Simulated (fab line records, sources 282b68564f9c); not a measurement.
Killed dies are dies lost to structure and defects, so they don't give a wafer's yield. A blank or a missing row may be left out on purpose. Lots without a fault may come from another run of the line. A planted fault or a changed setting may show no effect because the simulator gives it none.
Problem report in the 8D (eight disciplines) form, filled by code | flow rit_cmos | the parts of the form that need people (team, actions taken, sign-off) are left out

1. THE PROBLEM
NRETRO_OVL at RIT_NRETRO_OVL_MEAS_06 reads a mean of 421.2 nm on 6 wafers of 2 lots; wafers without a fault read 0.5 nm with a standard deviation of 1.4. That is +99 or more standard deviations from the usual mean.
First seen on wafer L679.1, day 4 18:02, on overlay-02. The record holds 30 wafers of 10 lots with a number at this step. Rule for "out", or "out of limits": more than 4 standard deviations from the usual mean. The other wafers with a number count as sound.

2. WHAT IT IS AND WHAT IT IS NOT
question                    | is                     | is not
which readings at this step | NRETRO_OVL             | -
which lots                  | L679, L680             | L667, L668, L669, L670, L671, L682, L685, L687
which wafers of those lots  | all that have a number | -
read on which gauges        | overlay-01, overlay-02 | -
when                        | from day 4 18:02       | up to then (15 sound wafers); but 9 sound wafers of L682, L685, L687 came after

3. SUSPECTS, AND WHAT RULES EACH OUT
Counting: a tool at a process step up to the reading stays a suspect if it ran every lot that is out and no sound lot after the first of them.
- the gauge at RIT_NRETRO_OVL_MEAS_06: ruled out. The wafers that are out were read on 2 gauges (overlay-01, overlay-02).
- iline_stepper-01 at RIT_NRETRO_EXPOSE_03 (exposes mask M4, target cd 43900 nm): kept. It ran every lot that is out, first L679 (day 4 17:37), and no sound lot after that; its last sound lot up to then is L667 (day 2 06:47).
Left after counting: iline_stepper-01 at RIT_NRETRO_EXPOSE_03.

4. THE CAUSE (what the simulator had put in)
Scanner matching overlay: iline_stepper-01, from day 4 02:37 on, at RIT_NRETRO_EXPOSE_03. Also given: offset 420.
Counting left only this tool.

5. THE CHAIN OF EFFECTS, in route order
Each row: a reading whose mean over the struck wafers that have a number lies more than 3 standard deviations from the usual. Only readings for which the record gives a usual standard deviation are gone through. hours: the time from each lot's start at the first step in this table that gives one to its start at this step, as a median over the lots. sigmas: the change in usual standard deviations.
hours | step                   | reading    | usual  | on struck wafers | change | sigmas
0     | RIT_NRETRO_OVL_MEAS_06 | NRETRO_OVL | 0.5 nm | 421.2            | +420.7 | +99 or more

6. WHAT WOULD HAVE CAUGHT IT SOONER
In this record the first reading out of limits at a measuring or inspecting step was taken at day 4 18:02, 15 hours after the fault began at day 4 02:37.
Of the lots that are out (2), L680 began RIT_NRETRO_EXPOSE_03 on iline_stepper-01 after day 4 18:02. A hold on the tool at that time would have spared it.
